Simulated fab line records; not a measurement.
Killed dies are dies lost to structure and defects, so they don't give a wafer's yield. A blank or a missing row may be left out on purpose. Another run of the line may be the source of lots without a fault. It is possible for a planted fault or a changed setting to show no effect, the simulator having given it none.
Comparing a struck lot with a sound one ; flow berkeley-cmos170 ; 24 out of 331 route steps
Sound: the wafers L381.3, L381.5, L381.6. Wafers struck: L375.1, L375.3, L375.6. The cause is named last.
For every step that has rows: the tool of each side, followed by ch and its chambers, followed by its first start. Under that, the readings that differ: sound wafers ; struck wafers ; difference of the means ; sigmas: that difference in standard deviations of wafers without a fault.
alike: readings with means less than 2 such deviations apart, plus words and numbers identical on both sides. not compared: withheld readings, readings lacking a value on some wafer, bounds such as >300 that could conceal the same value, and numbers that have no deviation in the record and whose values overlap.
A row with sigmas, a row that says differs or no value, or rows on one side alone: a step with any of these is where the two part. Numbers that have no deviation but don't overlap get no sigmas and don't part them. A reading that every wafer of one side lacks parts them only if that side has two wafers or more.

UCB170_V1_STRIP_15: strips in O2.
  sound on plasma-asher-02 ch 0,1, day 11 10:39; struck on plasma-asher-04 ch 1, day 10 22:17
  alike: drypump-motor-current-A, oes-product-au, strip-time-to-endpoint-s
  not compared: rf-hours-counter-h
UCB170_V1_CD_MEAS_90: the cd target is 700 nm.
  sound: cd-sem-01 at day 11 10:46; struck: cd-sem-02 at day 10 22:23
  alike: cd-nm
then, 1 step without rows for these wafers: UCB170_M2_PRE_CLEAN_00 (preclean etch time 60 s).
UCB170_M2_SPUTTER_01: material Al, target thk 900 nm, time 120 s.
  sound: pvd-sputter-04 at day 11 10:54; struck: pvd-sputter-01 at day 10 22:35
  alike: throttle-valve-pct
UCB170_M2_RS_MEAS_02: the measuring method here is four-point-probe.
  sound: film-metro-04 at day 11 11:02; struck: film-metro-02 at day 10 22:40
  alike: M2_AL_RS
UCB170_M2_THK_MEAS_03: measures by xrf.
  sound: film-metro-04 at day 11 11:08; struck: film-metro-02 at day 10 22:47
  alike: M2_AL_THK
then, 3 steps without rows for these wafers: UCB170_M2_HMDS_04 (prime time 60 s); UCB170_M2_COAT_05 (resist thk 900 nm); UCB170_M2_SOFTBAKE_06 (time 60 s).
UCB170_M2_STRIP_07: strips in O2.
  sound on plasma-asher-03 ch 0,1, day 11 12:29; struck on plasma-asher-03 ch 0,1, day 10 23:17
  alike: drypump-motor-current-A, oes-product-au, strip-time-to-endpoint-s
  not compared: rf-hours-counter-h
then, 2 steps without rows for these wafers: UCB170_M2_STRIP_08 (strips KrF in DMSO, time 600 s); UCB170_M2_COAT_09.
UCB170_M2_COAT_10: resist thk 900 nm.
  sound on litho-track-02 ch 0, day 11 13:00; struck on litho-track-01 ch 0, day 10 23:00
reading;sound;struck;difference;sigmas
model.KrF_of_M2_COAT_10.thk-nm (nm);896.2 895.6 897.5;697.2 696.9 697.4;-199.3;
then, 4 steps without rows for these wafers: UCB170_M2_SOFTBAKE_11 (time 60 s); UCB170_M2_EXPOSE_12 (exposes mask METAL2, target cd 700 nm); UCB170_M2_PEB_13; UCB170_M2_DEVELOP_14 (develop time 45 s).
UCB170_M2_CD_MEAS_15: the cd target is 700 nm.
  sound: cd-sem-02 at day 11 15:01; struck: cd-sem-02 at day 11 00:32
reading;sound;struck;difference;sigmas
cd-nm (nm);698.5 698.4 699.0;691.2 691.5 690.2;-7.7;-6
UCB170_M2_OVL_MEAS_16:
  sound: overlay-01 at day 11 15:07; struck: overlay-01 at day 11 00:39
  alike: M2_OVL
UCB170_M2_ETCH_17: etches BARC in N2/H2.
  sound on rie-diel-02 ch 1,2, day 11 15:08; struck on rie-diel-01 ch 0,2,3, day 11 00:41
reading;sound;struck;difference;sigmas
model.M2.cd-nm (nm);698.4 698.4 698.4;689.9 691.6 689.5;-8.1;
  alike: drypump-motor-current-A, oes-product-au, throttle-valve-pct
UCB170_M2_METAL_ETCH_18: etches Al in Cl2/BCl3, stops on SiO2, target depth 1170 nm, time 195 s.
  sound on rie-metal-01 ch 0,1, day 11 15:14; struck on rie-metal-03 ch 0, day 11 00:44
reading;sound;struck;difference;sigmas
model.KrF_of_M2_COAT_10.thk-nm (nm);196.1 189.9 196.8;6.56 2.018 0;-191.41;
model.M2.cd-nm (nm);700 696.7 698.3;689.4 691.1 686.5;-9.3;
  alike: drypump-motor-current-A, oes-product-au, throttle-valve-pct
  not compared: rf-hours-counter-h
UCB170_M2_STRIP_19: strips in O2.
  sound on plasma-asher-02 ch 0,1, day 11 15:24; struck on plasma-asher-02 ch 1, day 11 00:55
reading;sound;struck;difference;sigmas
oes-product-au (a.u.);0.528 0.518 0.525;0.323 0.319 0.307;-0.207;-13
  alike: drypump-motor-current-A
  not compared: rf-hours-counter-h
UCB170_M2_CD_MEAS_90: the cd target is 700 nm.
  sound: cd-sem-02 at day 11 15:33; struck: cd-sem-02 at day 11 01:01
reading;sound;struck;difference;sigmas
cd-nm (nm);700 696 699;689 691 686;-10;-3
UCB170_M3_PROBE_99:
  record: rows for the struck wafers here (prober-01, day 11 06:22), none for the sound ones

## WHERE THEY PART
Last at UCB170_M3_PROBE_99 as far as this record goes, first at UCB170_M2_CD_MEAS_15.

WHY: the cause the simulator had injected
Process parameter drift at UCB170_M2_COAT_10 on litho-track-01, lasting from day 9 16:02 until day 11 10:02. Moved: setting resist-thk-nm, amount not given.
